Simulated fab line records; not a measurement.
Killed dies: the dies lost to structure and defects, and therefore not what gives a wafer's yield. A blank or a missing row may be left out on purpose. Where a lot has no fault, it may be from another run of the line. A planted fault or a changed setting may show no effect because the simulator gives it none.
Which tool is to blame?	flow rit_cmos	Sampling: 13 lots, 39 wafers, 5 of 202 route steps

WHAT THE GAUGES SHOWED, per wafer
RIT_NWELL_OVL_MEAS_06. Usual: NWELL_OVL 0.8 nm, standard deviation 1.2.
lot	measured	on	NWELL_OVL (nm)	flag
L327	day 1 22:13	overlay-01	1.5 1.2 -0.5	
L328	day 2 01:34	overlay-01	1.5 1.5 1.5	
L331	day 2 17:49	overlay-02	2.0 0.7 0.3	
L332	day 2 22:08	overlay-01	1.5 1.1 1.5	
L333	day 3 02:32	overlay-01	2.6 3.8 1.4	
L334	day 3 08:02	overlay-02	0.3 0.6 1.0	
L336	day 3 18:19	overlay-01	-0.2 -1.6 -2.2	
L337	day 3 22:23	overlay-02	-0.3 -1.4 -0.2	
L340	day 4 13:27	overlay-02	0.2 0.1 1.2	
L341	day 4 19:49	overlay-01	0.8 0.8 1.3	
L343	day 5 04:16	overlay-01	-1.1 0.2 0.2	
L349	day 6 10:54	overlay-01	-0.7 0.8 1.0	
L350	day 6 15:25	overlay-02	-1.0 -0.8 0.3	

RIT_NRETRO_TW_MEAS_10. Usual: NRETRO_TW 1053, standard deviation 4.2.
lot	measured	on	NRETRO_TW	flag
L327	day 2 07:23	film_metro-04	1058 1059 1059	
L328	day 2 10:55	film_metro-03	1053 1052 1050	
L331	day 3 02:59	film_metro-04	1054 1049 1050	
L332	day 3 07:25	film_metro-03	1051 1053 1055	
L333	day 3 11:37	film_metro-03	1056 1066 1062	
L334	day 3 17:31	film_metro-04	1053 1051 1050	
L336	day 4 03:38	film_metro-04	1046 1050 1045	
L337	day 4 08:18	film_metro-03	1051 1050 1051	
L340	day 4 23:19	film_metro-02	1054 1048 1057	
L341	day 5 04:59	film_metro-02	1048 1052 1044	
L343	day 5 13:40	film_metro-04	1058 1060 1054	
L349	day 6 20:23	film_metro-02	1052 1049 1051	
L350	day 7 01:20	film_metro-02	1057 1052 1052	

RIT_GATE_THK_MEAS_09. Usual: GATE_POLY_THK 249.0 nm, standard deviation 2.1.
lot	measured	on	GATE_POLY_THK (nm)	flag
L327	day 2 12:31	film_metro-02	254.3 251.6 251.2	
L328	day 2 18:12	film_metro-01	249.6 248.1 250.6	
L331	day 3 08:38	film_metro-02	250.6 249.1 247.6	
L332	day 3 12:52	film_metro-01	250.6 251.4 250.6	
L333	day 3 17:34	film_metro-03	248.9 250.2 250.3	
L334	day 3 23:40	film_metro-03	251.3 250.0 250.5	
L336	day 4 09:34	film_metro-02	247.7 247.3 249.6	
L337	day 4 13:35	film_metro-01	247.5 249.2 248.3	
L340	day 5 05:23	film_metro-02	246.9 248.7 246.9	
L341	day 5 10:13	film_metro-03	270.4 268.3 269.4	OFF
L343	day 5 19:05	film_metro-02	249.4 249.7 249.5	
L349	day 7 01:34	film_metro-03	247.8 248.0 251.3	
L350	day 7 07:49	film_metro-01	246.0 245.1 247.8	

RIT_GATE_OVL_MEAS_17. Usual: GATE_OVL -0.9 nm, standard deviation 1.2.
lot	measured	on	GATE_OVL (nm)	flag
L327	day 2 13:32	overlay-02	-1.6 -1.3 -3.1	
L328	day 2 19:20	overlay-02	0.7 0.3 0.5	
L331	day 3 09:47	overlay-02	-0.8 -1.8 0.0	
L332	day 3 13:54	overlay-01	-2.5 -0.9 -1.5	
L333	day 3 18:43	overlay-01	-1.0 -1.8 -1.3	
L334	day 4 00:49	overlay-02	-1.5 -0.6 -0.4	
L336	day 4 10:44	overlay-02	0.5 -0.4 0.3	
L337	day 4 14:45	overlay-02	0.8 1.9 1.3	
L340	day 5 06:44	overlay-01	-1.7 -1.6 -2.4	
L341	day 5 11:15	overlay-02	-1.1 -2.2 -1.0	
L343	day 5 20:22	overlay-01	-0.2 -0.2 -0.4	
L349	day 7 02:40	overlay-01	0.6 -1.4 -1.0	
L350	day 7 08:58	overlay-02	-2.4 -3.5 -2.6	

WHAT TOOL EACH LOT RAN ON (gives the tool, then ch and the chambers of the sampled wafers, and finally the start)
lot	RIT_GATE_CVD_08
L327	lpcvd-02 ch 1, day 2 10:53
L328	lpcvd-01 ch 0, day 2 15:45
L331	lpcvd-02 ch 0, day 3 07:01
L332	lpcvd-02 ch 0, day 3 11:15
L333	lpcvd-01 ch 0, day 3 15:57
L334	lpcvd-02 ch 1, day 3 21:13
L336	lpcvd-01 ch 1, day 4 07:58
L337	lpcvd-02 ch 0, day 4 11:59
L340	lpcvd-02 ch 1, day 5 03:45
L341	lpcvd-02 ch 0, day 5 08:36
L343	lpcvd-01 ch 1, day 5 17:26
L349	lpcvd-01 ch 1, day 6 23:56
L350	lpcvd-01 ch 1, day 7 06:11
- RIT_GATE_CVD_08: deposits poly-Si from SiH4, target thk 250 nm, time 2220 s.

WHAT THE TOOLS THEMSELVES READ (means of the sampled wafers that have a number; where no wafer has one, the mark that the record gives instead)
RIT_GATE_CVD_08. Usual: pressure_mtorr 300.0 mTorr, standard deviation 0.6; spike_tc_centre_C 612.6 C, standard deviation 1.2; zone_power_source_pct 11.7 %, standard deviation 0.76.
lot	tool	pressure_mtorr (mTorr)	spike_tc_centre_C (C)	zone_power_source_pct (%)	flag
L327	lpcvd-02	300.0	611.9	10.7	
L328	lpcvd-01	300.0	612.9	12.0	
L331	lpcvd-02	299.5	613.0	12.9	
L332	lpcvd-02	300.5	613.4	12.8	
L333	lpcvd-01	300.6	612.0	12.1	
L334	lpcvd-02	299.9	611.8	10.8	
L336	lpcvd-01	300.8	612.1	11.4	
L337	lpcvd-02	300.4	614.4	12.9	
L340	lpcvd-02	299.7	612.3	10.9	
L341	lpcvd-02	358.8	614.8	12.9	OFF
L343	lpcvd-01	300.1	612.1	11.4	
L349	lpcvd-01	299.5	612.6	11.3	
L350	lpcvd-01	300.1	612.1	11.5	

THE ANSWER, worked out from the rows above alone
Rule: a lot is off if the mean of its wafers that have a number lies more than 3 standard deviations from the usual mean. Also off: a lot with no number at a reading for which 4 or more lots have one. The other lots that the step has rows for count as sound. Order of review: gauges by route order, followed by the tools' own readings, for which a lot's mean as printed above is used. At the first step where some lot is off, the reading lying furthest off is the one used; lots without a number count as furthest.
Off: L341, seen at RIT_GATE_THK_MEAS_09 (GATE_POLY_THK).
If a tool, at a process step before that reading, ran all the lots that are off and no sound lot after the first of them, it fits. The gauges at RIT_GATE_THK_MEAS_09 aren't tried: what is off there is off at RIT_GATE_CVD_08 too, on other tools, and a gauge's error can't cause that. One fits: RIT_GATE_CVD_08 on lpcvd-02. Its last sound lot is L340 (day 5 03:45), its first lot that is off L341 (day 5 08:36): a fault that began between those two fits.
The tool's own readings at RIT_GATE_CVD_08 bear it out: on the lots that are off they differ by more than 5 times the standard deviation of the sound lots' means. pressure_mtorr reads 358.8 mTorr there against 300.1 mTorr on the sound lots.

WHAT THE SIMULATOR PUT IN
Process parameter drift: lpcvd-02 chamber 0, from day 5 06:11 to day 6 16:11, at RIT_GATE_CVD_08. A move of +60 in setting pressure_mtorr, from 300. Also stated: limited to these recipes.
Shown lots that were struck: L341. The rule given above showed the same thing.
